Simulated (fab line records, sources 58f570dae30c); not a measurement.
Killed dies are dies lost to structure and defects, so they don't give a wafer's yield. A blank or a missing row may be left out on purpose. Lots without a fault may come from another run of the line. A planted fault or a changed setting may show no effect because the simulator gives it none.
A struck lot beside a sound one | flow berkeley_cmos170 | 27 steps out of a route of 331
Sound: wafers L162.3, L162.5, L162.6. Struck: wafers L173.1, L173.2, L173.5. The cause comes at the end.
At each step with rows: each side's tool, then ch and its chambers, then its first start. Under that, the readings that differ: sound wafers | struck wafers | difference of the means | sigmas: that difference in standard deviations of wafers without a fault.
alike: readings whose means differ by less than 2 such deviations, and words and numbers that are the same on both sides. not compared: withheld readings, readings that some wafer has no value for, bounds like >300 that may hide the same value, and numbers for which the record gives no deviation and whose values overlap.
The two part at a step that has a row with sigmas, a row that says differs or no value, or rows on one side only. Numbers that don't overlap but have no deviation are shown without sigmas and don't part them. A reading that every wafer of one side lacks parts them only if that side has two wafers or more.

first, 1 step without rows for these wafers: UCB170_PSD_IMPLANT_08.
UCB170_PSD_STRIP_09: strips in O2.
  sound on plasma_asher-02 ch 0,1, day 7 23:44; struck on plasma_asher-04 ch 0,1, day 10 17:16
  alike: drypump_motor_current_A, oes_product_au, strip_time_to_endpoint_s
  not compared: rf_hours_counter_h
UCB170_PSD_TW_MEAS_10:
  sound on film_metro-01, day 7 23:50; struck on film_metro-01, day 10 17:22
  alike: PSD_TW
then, 7 steps without rows for these wafers: UCB170_PSD_CLEAN_11 (cleans in SPM, time 600 s); UCB170_NSD_HMDS_00 (prime time 60 s); UCB170_NSD_COAT_01 (resist thk 900 nm); UCB170_NSD_SOFTBAKE_02 (time 57.68 s); UCB170_NSD_EXPOSE_03 (exposes mask NSELECT MOD, target cd 1200 nm); UCB170_NSD_PEB_04; UCB170_NSD_DEVELOP_05 (develop time 45 s).
UCB170_NSD_CD_MEAS_06: target cd 1200 nm.
  sound on cd_sem-01, day 8 03:21; struck on cd_sem-01, day 10 20:59
  alike: cd_nm
UCB170_NSD_OVL_MEAS_07:
  sound on overlay-02, day 8 03:27; struck on overlay-02, day 10 21:06
  alike: NSD_OVL
UCB170_NSD_IMPLANT_08:
  sound on implanter-02 ch 0, day 8 03:31; struck on implanter-04 ch 0, day 10 21:08
  reading                          | sound                         | struck                  | difference | sigmas
  dose_ions_cm2                    | 3.002e+15 3.003e+15 3.002e+15 | 6e+14 5.99e+14 6.01e+14 | -2e+15     | -99 or more
  end_station_pressure_torr (Torr) | 1.3e-05 1.29e-05 1.34e-05     | 7e-06 6.7e-06 6.4e-06   | -6e-06     | -10
  faraday_current_uA               | 9329 9150 9501                | 1817 1849 1924          | -7463      | -41
  alike: beam_energy_keV
UCB170_NSD_STRIP_09: strips in O2.
  sound on plasma_asher-03 ch 0,1, day 8 03:39; struck on plasma_asher-03 ch 0,1, day 10 21:17
  reading                      | sound             | struck            | difference | sigmas
  oes_product_au (a.u.)        | 0.529 0.533 0.534 | 0.695 0.693 0.696 | +0.163     | +37
  strip_time_to_endpoint_s (s) | 35.64 35.60 35.61 | 23.35 23.24 23.23 | -12.34     | -99 or more
  alike: drypump_motor_current_A
  not compared: rf_hours_counter_h
UCB170_NSD_TW_MEAS_10:
  sound on film_metro-01, day 8 03:44; struck on film_metro-03, day 10 21:23
  reading | sound          | struck         | difference | sigmas
  NSD_TW  | 4165 4160 4166 | 3111 3101 3115 | -1055      | -38
then, 4 steps without rows for these wafers: UCB170_NSD_CLEAN_11 (cleans in SPM, time 600 s); UCB170_BACKSIDE_HMDS_00 (prime time 60 s); UCB170_BACKSIDE_COAT_01 (resist thk 900 nm); UCB170_BACKSIDE_SOFTBAKE_02 (time 60 s).
UCB170_BACKSIDE_STRIP_03: strips in O2.
  sound on plasma_asher-04 ch 0,1, day 8 04:27; struck on plasma_asher-03 ch 0,1, day 10 22:04
  reading                     | sound       | struck      | difference | sigmas
  drypump_motor_current_A (A) | 5.5 5.4 5.6 | 5.7 6.7 6.7 | +0.9       | +2
  alike: oes_product_au, strip_time_to_endpoint_s
  not compared: rf_hours_counter_h
then, 1 step without rows for these wafers: UCB170_BACKSIDE_CLEAN_04 (cleans in SPM, time 600 s).
UCB170_SDANNEAL_RTA_00: time 10 s.
  sound on rtp_anneal-01 ch 0, day 8 04:44; struck on rtp_anneal-02 ch 0, day 10 22:23
  alike: chamber_o2_ppm, lamp_power_pct, wafer_temp_C_max
UCB170_SDANNEAL_RTA_01: time 5 s.
  sound on rtp_anneal-01 ch 0, day 8 04:48; struck on rtp_anneal-02 ch 0, day 10 22:27
  reading            | sound          | struck         | difference | sigmas
  lamp_power_pct (%) | 37.7 37.7 37.7 | 33.9 33.9 33.9 | -3.8       | -2
  alike: chamber_o2_ppm, wafer_temp_C_max
UCB170_SDANNEAL_RS_MEAS_02: measures by four-point-probe.
  sound on film_metro-02, day 8 04:53; struck on film_metro-03, day 10 22:31
  alike: PSD_RS
UCB170_SDANNEAL_RS_MEAS_03: measures by four-point-probe.
  sound on film_metro-02, day 8 05:00; struck on film_metro-03, day 10 22:38
  reading         | sound             | struck               | difference | sigmas
  NSD_RS (ohm/sq) | 37.34 37.33 37.33 | 116.44 117.60 117.54 | +79.86     | +99 or more
UCB170_SDANNEAL_RS_MEAS_04: measures by four-point-probe.
  sound on film_metro-02, day 8 05:07; struck on film_metro-03, day 10 22:45
  alike: PLDD_RS
UCB170_M3_PROBE_99:
  the record has rows for the sound wafers here (prober-01, day 9 01:01) and none for the struck ones

WHERE THEY PART
First at UCB170_NSD_IMPLANT_08; last, within this record, at UCB170_M3_PROBE_99.

WHY: what the simulator had put in
Process parameter drift: implanter-04, from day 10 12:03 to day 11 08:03, at UCB170_NSD_IMPLANT_08. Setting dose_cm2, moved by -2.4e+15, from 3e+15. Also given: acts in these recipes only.
